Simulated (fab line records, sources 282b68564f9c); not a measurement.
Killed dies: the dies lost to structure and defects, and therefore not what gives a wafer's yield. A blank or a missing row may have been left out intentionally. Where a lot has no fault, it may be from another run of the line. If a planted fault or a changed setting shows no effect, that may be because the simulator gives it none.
Which tool is to blame? | flow rit-cmos | 14 lots, 42 wafers sampled, at 2 steps of a route of 202

== WHAT THE GAUGES SHOWED, per wafer ==
RIT_WELLDRIVE_RS_MEAS_02: the measuring method here is four-point-probe. Usual: PWELL_RS gives 424.4 ohm/sq (standard deviation 1.1).
lot  | measured    | on            | PWELL_RS (ohm/sq) | flag
L708 | day 2 18:41 | film-metro-01 | 421.6 423.3 421.8 |
L710 | day 3 02:25 | film-metro-01 | 424.0 423.4 424.6 |
L711 | day 3 09:43 | film-metro-03 | 424.7 423.7 423.8 |
L712 | day 3 12:42 | film-metro-03 | 425.4 424.9 424.3 |
L714 | day 3 23:06 | film-metro-03 | 425.1 423.6 424.6 |
L716 | day 4 07:38 | film-metro-01 | 425.7 424.6 425.4 |
L718 | day 4 18:05 | film-metro-04 | 426.1 425.5 424.7 |
L719 | day 4 22:43 | film-metro-01 | 425.1 424.2 425.6 |
L720 | day 5 02:01 | film-metro-03 | 423.7 422.6 423.0 |
L722 | day 5 13:54 | film-metro-01 | 436.6 435.5 438.9 | OFF
L723 | day 5 18:59 | film-metro-01 | 437.1 436.7 437.2 | OFF
L725 | day 6 05:25 | film-metro-03 | 424.4 424.2 425.2 |
L727 | day 6 14:29 | film-metro-04 | 424.3 424.6 424.4 |
L728 | day 6 19:45 | film-metro-03 | 424.5 425.0 426.6 |

== TOOL THAT RAN EACH LOT (tool first, then ch and the chambers of the sampled wafers, then the start) ==
lot  | RIT_PWELL_IMPLANT_08
L708 | implanter-02 ch 0, day 2 12:13
L710 | implanter-02 ch 0, day 2 20:38
L711 | implanter-03 ch 0, day 3 04:08
L712 | implanter-02 ch 0, day 3 06:50
L714 | implanter-03 ch 0, day 3 17:16
L716 | implanter-02 ch 0, day 4 01:07
L718 | implanter-02 ch 0, day 4 12:11
L719 | implanter-03 ch 0, day 4 17:08
L720 | implanter-02 ch 0, day 4 20:25
L722 | implanter-02 ch 0, day 5 08:19
L723 | implanter-02 ch 0, day 5 12:46
L725 | implanter-03 ch 0, day 5 23:32
L727 | implanter-03 ch 0, day 6 08:53
L728 | implanter-01 ch 0, day 6 12:48
- RIT_PWELL_IMPLANT_08

== AS READ BY THE TOOLS THEMSELVES (means over the sampled wafers that have a number; for cases with no such wafer, the mark the record gives instead) ==
RIT_PWELL_IMPLANT_08. Usual: beam-energy-keV 170.00, standard deviation 0.059; beam-on-s 10.01 s, standard deviation 0.21.
lot  | tool         | beam-energy-keV | beam-on-s (s) | flag
L708 | implanter-02 | 170.01          | 9.85          |
L710 | implanter-02 | 170.08          | 10.22         |
L711 | implanter-03 | 170.02          | 10.09         |
L712 | implanter-02 | 170.00          | 9.94          |
L714 | implanter-03 | 170.00          | 9.92          |
L716 | implanter-02 | 170.00          | 10.07         |
L718 | implanter-02 | 169.99          | 9.74          |
L719 | implanter-03 | 170.04          | 10.03         |
L720 | implanter-02 | 170.03          | 9.93          |
L722 | implanter-02 | 118.99          | 10.11         | OFF
L723 | implanter-02 | 118.97          | 10.00         | OFF
L725 | implanter-03 | 170.05          | 9.80          |
L727 | implanter-03 | 169.98          | 10.00         |
L728 | implanter-01 | 170.09          | 10.05         |

== THE ANSWER, worked out from the rows above alone ==
Rule: lot off if the mean of its wafers having a number is beyond 3 standard deviations from the usual mean. Also off: a lot with no number at a reading for which 4 or more lots have one. Where the step has rows for the other lots, those lots are counted as sound. First the gauges in route order, then the tools' own readings, where a lot's mean is used as printed above. The first step at which some lot is off is used, and at that step the reading that is off furthest; a lot without a number counts as furthest.
Off: at RIT_WELLDRIVE_RS_MEAS_02 (PWELL_RS), L722, L723.
If a tool, at a process step before that reading, ran all the lots that are off and no sound lot after the first of them, it fits. The gauges at RIT_WELLDRIVE_RS_MEAS_02 aren't tried: what is off there is off at RIT_PWELL_IMPLANT_08 too, on other tools, and a gauge's error can't cause that. One fits: RIT_PWELL_IMPLANT_08 on implanter-02. A fault onset in the window from L720 (day 4 20:25, its last sound lot) to L722 (day 5 08:19, its first lot off) fits.
On the lots that are off, the tool's own readings at RIT_PWELL_IMPLANT_08 differ by more than 5 times the standard deviation of the sound lots' means, which bears it out; beam-energy-keV reads 118.98 there versus 170.02 on the sound lots.

== WHAT THE SIMULATOR HAD INSERTED ==
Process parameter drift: implanter-02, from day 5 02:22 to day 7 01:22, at RIT_PWELL_IMPLANT_08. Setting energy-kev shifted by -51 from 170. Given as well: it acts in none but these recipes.
Lots struck among those shown: L722, L723. The rule given above showed the same thing.
